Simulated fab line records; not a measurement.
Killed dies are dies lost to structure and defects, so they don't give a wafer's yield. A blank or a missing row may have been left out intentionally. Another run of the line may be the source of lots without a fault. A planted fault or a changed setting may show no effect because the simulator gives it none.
The tool behind it: which one? / flow berkeleyCmos170 / 14 lots with 42 wafers sampled at 5 steps, on a route of 331 steps

WHAT THE GAUGES READ, wafer by wafer
UCB170_V1_CD_MEAS_12: the cd target is 700 nm.
lot=L270; measured=day 8 01:01; on=cdSem-02; cdNm (nm)=699.9 699.6 700.1
lot=L271; measured=day 7 20:40; on=cdSem-02; cdNm (nm)=699.0 699.9 698.7
lot=L274; measured=day 8 13:12; on=cdSem-02; cdNm (nm)=700.9 700.0 699.0
lot=L273; measured=day 8 10:49; on=cdSem-01; cdNm (nm)=699.5 700.7 700.2
lot=L276; measured=day 9 03:06; on=cdSem-02; cdNm (nm)=700.7 701.7 699.9
lot=L279; measured=day 9 22:04; on=cdSem-02; cdNm (nm)=698.9 698.4 698.4
lot=L282; measured=day 10 01:05; on=cdSem-02; cdNm (nm)=698.0 700.0 699.7
lot=L281; measured=day 10 00:26; on=cdSem-01; cdNm (nm)=701.6 700.4 699.8
lot=L283; measured=day 9 22:25; on=cdSem-02; cdNm (nm)=698.8 699.1 699.4
lot=L285; measured=day 10 15:05; on=cdSem-01; cdNm (nm)=699.3 700.0 699.0
lot=L288; measured=day 10 19:43; on=cdSem-02; cdNm (nm)=687.8 688.5 689.4
lot=L286; measured=day 10 15:14; on=cdSem-02; cdNm (nm)=700.6 699.4 700.0
lot=L292; measured=day 11 11:25; on=cdSem-01; cdNm (nm)=701.6 703.3 701.9
lot=L291; measured=day 11 19:14; on=cdSem-01; cdNm (nm)=692.4 691.9 693.4

UCB170_V2_CD_MEAS_12: the cd target is 700 nm.
lot=L270; measured=day 8 08:02; on=cdSem-01; cdNm (nm)=702.6 702.5 701.8
lot=L271; measured=day 8 02:31; on=cdSem-01; cdNm (nm)=699.8 701.9 700.2
lot=L274; measured=day 8 18:51; on=cdSem-02; cdNm (nm)=701.4 702.2 700.7
lot=L273; measured=day 8 16:39; on=cdSem-01; cdNm (nm)=699.1 699.9 699.8
lot=L276; measured=day 9 09:40; on=cdSem-02; cdNm (nm)=698.2 699.4 698.0
lot=L279; measured=day 10 04:19; on=cdSem-02; cdNm (nm)=700.7 699.4 699.3
lot=L282; measured=day 10 07:46; on=cdSem-01; cdNm (nm)=702.0 701.4 702.2
lot=L281; measured=day 10 07:11; on=cdSem-02; cdNm (nm)=700.1 699.2 701.0
lot=L283; measured=day 10 04:35; on=cdSem-02; cdNm (nm)=697.9 697.5 699.0
lot=L285; measured=day 10 20:47; on=cdSem-02; cdNm (nm)=698.1 699.9 698.7
lot=L288; measured=day 11 00:44; on=cdSem-02; cdNm (nm)=698.8 699.4 698.2
lot=L286; measured=day 10 21:08; on=cdSem-01; cdNm (nm)=698.2 698.3 699.3
lot=L292; measured=day 11 16:20; on=cdSem-02; cdNm (nm)=699.2 698.7 698.6
lot=L291; measured=day 12 01:55; on=cdSem-02; cdNm (nm)=699.6 700.4 701.4

TOOL THAT RAN EACH LOT (tool first, then ch and the chambers of the sampled wafers, then the start)
lot=L270; UCB170_GATE_STRIP_16=plasmaAsher-01 ch 0,1, day 6 18:07; UCB170_CONTACT_STRIP_06=plasmaAsher-01 ch 0,1, day 7 12:22; UCB170_V1_SOFTBAKE_08=lithoTrack-04 ch 0, day 8 00:11
lot=L271; UCB170_GATE_STRIP_16=plasmaAsher-04 ch 0,1, day 6 18:23; UCB170_CONTACT_STRIP_06=plasmaAsher-03 ch 0,1, day 7 10:35; UCB170_V1_SOFTBAKE_08=lithoTrack-01 ch 0, day 7 19:27
lot=L274; UCB170_GATE_STRIP_16=plasmaAsher-01 ch 0,1, day 7 04:17; UCB170_CONTACT_STRIP_06=plasmaAsher-04 ch 0,1, day 8 02:08; UCB170_V1_SOFTBAKE_08=lithoTrack-01 ch 0, day 8 12:32
lot=L273; UCB170_GATE_STRIP_16=plasmaAsher-04 ch 0,1, day 7 04:25; UCB170_CONTACT_STRIP_06=plasmaAsher-04 ch 0, day 7 23:46; UCB170_V1_SOFTBAKE_08=lithoTrack-01 ch 0, day 8 10:16
lot=L276; UCB170_GATE_STRIP_16=plasmaAsher-02 ch 1, day 7 14:59; UCB170_CONTACT_STRIP_06=plasmaAsher-03 ch 1, day 8 13:39; UCB170_V1_SOFTBAKE_08=lithoTrack-01 ch 0, day 9 01:47
lot=L279; UCB170_GATE_STRIP_16=plasmaAsher-01 ch 0,1, day 8 16:15; UCB170_CONTACT_STRIP_06=plasmaAsher-01 ch 0,1, day 9 11:08; UCB170_V1_SOFTBAKE_08=lithoTrack-04 ch 0, day 9 20:49
lot=L282; UCB170_GATE_STRIP_16=plasmaAsher-04 ch 0,1, day 8 16:18; UCB170_CONTACT_STRIP_06=plasmaAsher-03 ch 0,1, day 9 13:08; UCB170_V1_SOFTBAKE_08=lithoTrack-04 ch 0, day 9 23:53
lot=L281; UCB170_GATE_STRIP_16=plasmaAsher-04 ch 0,1, day 8 16:32; UCB170_CONTACT_STRIP_06=plasmaAsher-04 ch 0,1, day 9 13:02; UCB170_V1_SOFTBAKE_08=lithoTrack-01 ch 0, day 9 23:47
lot=L283; UCB170_GATE_STRIP_16=plasmaAsher-04 ch 0,1, day 8 16:52; UCB170_CONTACT_STRIP_06=plasmaAsher-03 ch 1, day 9 12:59; UCB170_V1_SOFTBAKE_08=lithoTrack-04 ch 0, day 9 21:16
lot=L285; UCB170_GATE_STRIP_16=plasmaAsher-04 ch 0,1, day 9 05:32; UCB170_CONTACT_STRIP_06=plasmaAsher-03 ch 0,1, day 10 01:44; UCB170_V1_SOFTBAKE_08=lithoTrack-01 ch 0, day 10 14:32
lot=L288; UCB170_GATE_STRIP_16=plasmaAsher-04 ch 0,1, day 9 08:44; UCB170_CONTACT_STRIP_06=plasmaAsher-04 ch 0,1, day 10 04:02; UCB170_V1_SOFTBAKE_08=lithoTrack-01 ch 0, day 10 18:56
lot=L286; UCB170_GATE_STRIP_16=plasmaAsher-02 ch 0,1, day 9 09:02; UCB170_CONTACT_STRIP_06=plasmaAsher-01 ch 0,1, day 10 02:55; UCB170_V1_SOFTBAKE_08=lithoTrack-04 ch 0, day 10 14:35
lot=L292; UCB170_GATE_STRIP_16=plasmaAsher-01 ch 0,1, day 10 09:37; UCB170_CONTACT_STRIP_06=plasmaAsher-03 ch 0,1, day 11 01:23; UCB170_V1_SOFTBAKE_08=lithoTrack-04 ch 0, day 11 10:26
lot=L291; UCB170_GATE_STRIP_16=plasmaAsher-01 ch 0,1, day 10 10:01; UCB170_CONTACT_STRIP_06=plasmaAsher-01 ch 0,1, day 11 06:25; UCB170_V1_SOFTBAKE_08=lithoTrack-01 ch 0, day 11 18:42
- UCB170_GATE_STRIP_16: strips in O2.
- UCB170_CONTACT_STRIP_06: strips in O2.
- UCB170_V1_SOFTBAKE_08: time 60 s.

WHAT THE TOOLS THEMSELVES READ (means of the sampled wafers that have a number; where no wafer has one, the mark that the record gives instead)
UCB170_GATE_STRIP_16.
lot=L270; tool=plasmaAsher-01; drypumpMotorCurrentA (A)=6.2; oesProductAu (a.u.)=0.723
lot=L271; tool=plasmaAsher-04; drypumpMotorCurrentA (A)=5.7; oesProductAu (a.u.)=0.723
lot=L274; tool=plasmaAsher-01; drypumpMotorCurrentA (A)=6.2; oesProductAu (a.u.)=0.725
lot=L273; tool=plasmaAsher-04; drypumpMotorCurrentA (A)=6.1; oesProductAu (a.u.)=0.723
lot=L276; tool=plasmaAsher-02; drypumpMotorCurrentA (A)=5.2; oesProductAu (a.u.)=0.722
lot=L279; tool=plasmaAsher-01; drypumpMotorCurrentA (A)=6.3; oesProductAu (a.u.)=0.726
lot=L282; tool=plasmaAsher-04; drypumpMotorCurrentA (A)=6.1; oesProductAu (a.u.)=0.722
lot=L281; tool=plasmaAsher-04; drypumpMotorCurrentA (A)=6.1; oesProductAu (a.u.)=0.728
lot=L283; tool=plasmaAsher-04; drypumpMotorCurrentA (A)=6.1; oesProductAu (a.u.)=0.725
lot=L285; tool=plasmaAsher-04; drypumpMotorCurrentA (A)=6.1; oesProductAu (a.u.)=0.728
lot=L288; tool=plasmaAsher-04; drypumpMotorCurrentA (A)=5.7; oesProductAu (a.u.)=0.723
lot=L286; tool=plasmaAsher-02; drypumpMotorCurrentA (A)=6.3; oesProductAu (a.u.)=0.723
lot=L292; tool=plasmaAsher-01; drypumpMotorCurrentA (A)=6.2; oesProductAu (a.u.)=0.722
lot=L291; tool=plasmaAsher-01; drypumpMotorCurrentA (A)=6.4; oesProductAu (a.u.)=0.721

UCB170_CONTACT_STRIP_06.
lot=L270; tool=plasmaAsher-01; drypumpMotorCurrentA (A)=6.2; oesProductAu (a.u.)=0.734; stripTimeToEndpointS (s)=22.05
lot=L271; tool=plasmaAsher-03; drypumpMotorCurrentA (A)=5.9; oesProductAu (a.u.)=0.731; stripTimeToEndpointS (s)=22.04
lot=L274; tool=plasmaAsher-04; drypumpMotorCurrentA (A)=5.7; oesProductAu (a.u.)=0.737; stripTimeToEndpointS (s)=22.09
lot=L273; tool=plasmaAsher-04; drypumpMotorCurrentA (A)=6.5; oesProductAu (a.u.)=0.738; stripTimeToEndpointS (s)=22.00
lot=L276; tool=plasmaAsher-03; drypumpMotorCurrentA (A)=5.8; oesProductAu (a.u.)=0.737; stripTimeToEndpointS (s)=21.99
lot=L279; tool=plasmaAsher-01; drypumpMotorCurrentA (A)=6.4; oesProductAu (a.u.)=0.730; stripTimeToEndpointS (s)=21.95
lot=L282; tool=plasmaAsher-03; drypumpMotorCurrentA (A)=5.9; oesProductAu (a.u.)=0.734; stripTimeToEndpointS (s)=21.91
lot=L281; tool=plasmaAsher-04; drypumpMotorCurrentA (A)=5.7; oesProductAu (a.u.)=0.738; stripTimeToEndpointS (s)=22.00
lot=L283; tool=plasmaAsher-03; drypumpMotorCurrentA (A)=5.8; oesProductAu (a.u.)=0.737; stripTimeToEndpointS (s)=22.01
lot=L285; tool=plasmaAsher-03; drypumpMotorCurrentA (A)=5.9; oesProductAu (a.u.)=0.737; stripTimeToEndpointS (s)=22.03
lot=L288; tool=plasmaAsher-04; drypumpMotorCurrentA (A)=5.7; oesProductAu (a.u.)=0.736; stripTimeToEndpointS (s)=22.02
lot=L286; tool=plasmaAsher-01; drypumpMotorCurrentA (A)=6.2; oesProductAu (a.u.)=0.734; stripTimeToEndpointS (s)=21.97
lot=L292; tool=plasmaAsher-03; drypumpMotorCurrentA (A)=5.9; oesProductAu (a.u.)=0.734; stripTimeToEndpointS (s)=22.04
lot=L291; tool=plasmaAsher-01; drypumpMotorCurrentA (A)=6.3; oesProductAu (a.u.)=0.736; stripTimeToEndpointS (s)=22.00

UCB170_V1_SOFTBAKE_08.
lot=L270; tool=lithoTrack-04; heaterPowerTotalW (W)=56.81; plateTempC (C)=130.16
lot=L271; tool=lithoTrack-01; heaterPowerTotalW (W)=56.77; plateTempC (C)=129.94
lot=L274; tool=lithoTrack-01; heaterPowerTotalW (W)=56.78; plateTempC (C)=130.16
lot=L273; tool=lithoTrack-01; heaterPowerTotalW (W)=56.83; plateTempC (C)=129.81
lot=L276; tool=lithoTrack-01; heaterPowerTotalW (W)=56.77; plateTempC (C)=130.05
lot=L279; tool=lithoTrack-04; heaterPowerTotalW (W)=56.77; plateTempC (C)=129.91
lot=L282; tool=lithoTrack-04; heaterPowerTotalW (W)=56.84; plateTempC (C)=129.90
lot=L281; tool=lithoTrack-01; heaterPowerTotalW (W)=56.80; plateTempC (C)=130.03
lot=L283; tool=lithoTrack-04; heaterPowerTotalW (W)=56.77; plateTempC (C)=130.01
lot=L285; tool=lithoTrack-01; heaterPowerTotalW (W)=56.78; plateTempC (C)=130.05
lot=L288; tool=lithoTrack-01; heaterPowerTotalW (W)=54.32; plateTempC (C)=125.64
lot=L286; tool=lithoTrack-04; heaterPowerTotalW (W)=56.82; plateTempC (C)=130.10
lot=L292; tool=lithoTrack-04; heaterPowerTotalW (W)=56.76; plateTempC (C)=129.85
lot=L291; tool=lithoTrack-01; heaterPowerTotalW (W)=54.34; plateTempC (C)=125.68

THE ANSWER, worked out from the rows above alone
Rule: usual is defined by the lots themselves. The widest of any qualifying gaps counts: lots, ordered by their means at a reading, are off when they make up no more than a third of the lots, leave a main group of 4 or more, and stand apart from it by 3 or more times the standard deviation of that group's means. A main group is skipped when, at the precision printed for the reading in the tables above, its means are all equal. Also off: a lot with no number at a reading for which 4 or more lots have one. All remaining lots with rows at the step are treated as sound. First the gauges in route order, then the tools' own readings, where a lot's mean is used as printed above. At the first step where some lot is off, the reading lying furthest off is the one used; lots without a number count as furthest.
Off at UCB170_V1_CD_MEAS_12 (cdNm): L288, L291. The main group: mean 699.9 nm, standard deviation 0.93.
A tool fits if, at a process step before that reading, it ran every lot that is off, and no sound lot after the first of them. Not tried: the gauges at UCB170_V1_CD_MEAS_12; whatever is off there is also off at UCB170_V1_SOFTBAKE_08, on other tools, and gauge error can't account for it. One fits: lithoTrack-01 at UCB170_V1_SOFTBAKE_08. A fault onset in the window from L285 (day 10 14:32, its last sound lot) to L288 (day 10 18:56, its first lot off) fits.
The tool's own readings at UCB170_V1_SOFTBAKE_08 bear it out: on the lots that are off they differ by more than 5 times the standard deviation of the sound lots' means. heaterPowerTotalW reads 54.33 W there against 56.79 W on the sound lots; plateTempC reads 125.66 C there against 130.00 C on the sound lots.

WHAT THE SIMULATOR HAD PUT IN
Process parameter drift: lithoTrack-01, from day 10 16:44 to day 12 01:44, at UCB170_V1_SOFTBAKE_08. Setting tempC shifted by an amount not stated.
Struck lots among those shown: L288, L291. This agrees with what the rule above found.
